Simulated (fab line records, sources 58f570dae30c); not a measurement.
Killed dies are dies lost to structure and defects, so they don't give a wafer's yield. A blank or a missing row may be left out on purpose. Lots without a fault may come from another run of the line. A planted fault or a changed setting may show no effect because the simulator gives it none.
Chamber matching | flow berkeley_cmos170 | UCB170_GATE_ETCH_15 on rie_si-02: 4 sister chambers
The step etches poly-Si in HBr/Cl2, stops on SiO2, time 56.3 s, target depth 278.2 nm. 4 wafers are shown with their chamber, then 8 later ones without.

WAFERS WITH THEIR CHAMBER
wafer  | chamber | drypump_motor_current_A (A)
L445.3 | 0       | 4.9
L444.1 | 3       | 6.4
L444.4 | 2       | 5.5
L454.1 | 1       | 5.9

WAFERS WITHOUT THEIR CHAMBER
wafer  | drypump_motor_current_A (A)
L454.3 | 5.0
L454.6 | 5.9
L456.2 | 6.4
L456.3 | 5.5
L456.5 | 4.9
L457.2 | 6.4
L457.3 | 5.5
L457.6 | 4.9

WHICH CHAMBER EACH WENT THROUGH
wafer  | from the rows above | in truth
L454.3 | 0                   | 0
L454.6 | 1                   | 1
L456.2 | 3                   | 3
L456.3 | 2                   | 2
L456.5 | 0                   | 0
L457.2 | 3                   | 3
L457.3 | 2                   | 2
L457.6 | 0                   | 0
Placed correctly: 8 of 8. Can't be placed from these rows: 0. Placed wrongly: 0.
How it was worked out, from the rows above alone: a wafer's distance from a chamber is the root of the sum, over the readings, of the square of ((its reading less the chamber's mean) divided by the reading's scatter). The wafer belongs to the nearest chamber; if the next one is less than 2 further off, it can't be placed. A chamber's mean is the mean of its shown wafers. The scatter: with one shown wafer a chamber, the root of the mean of the squares of how far each hidden wafer lies from its nearest shown one.
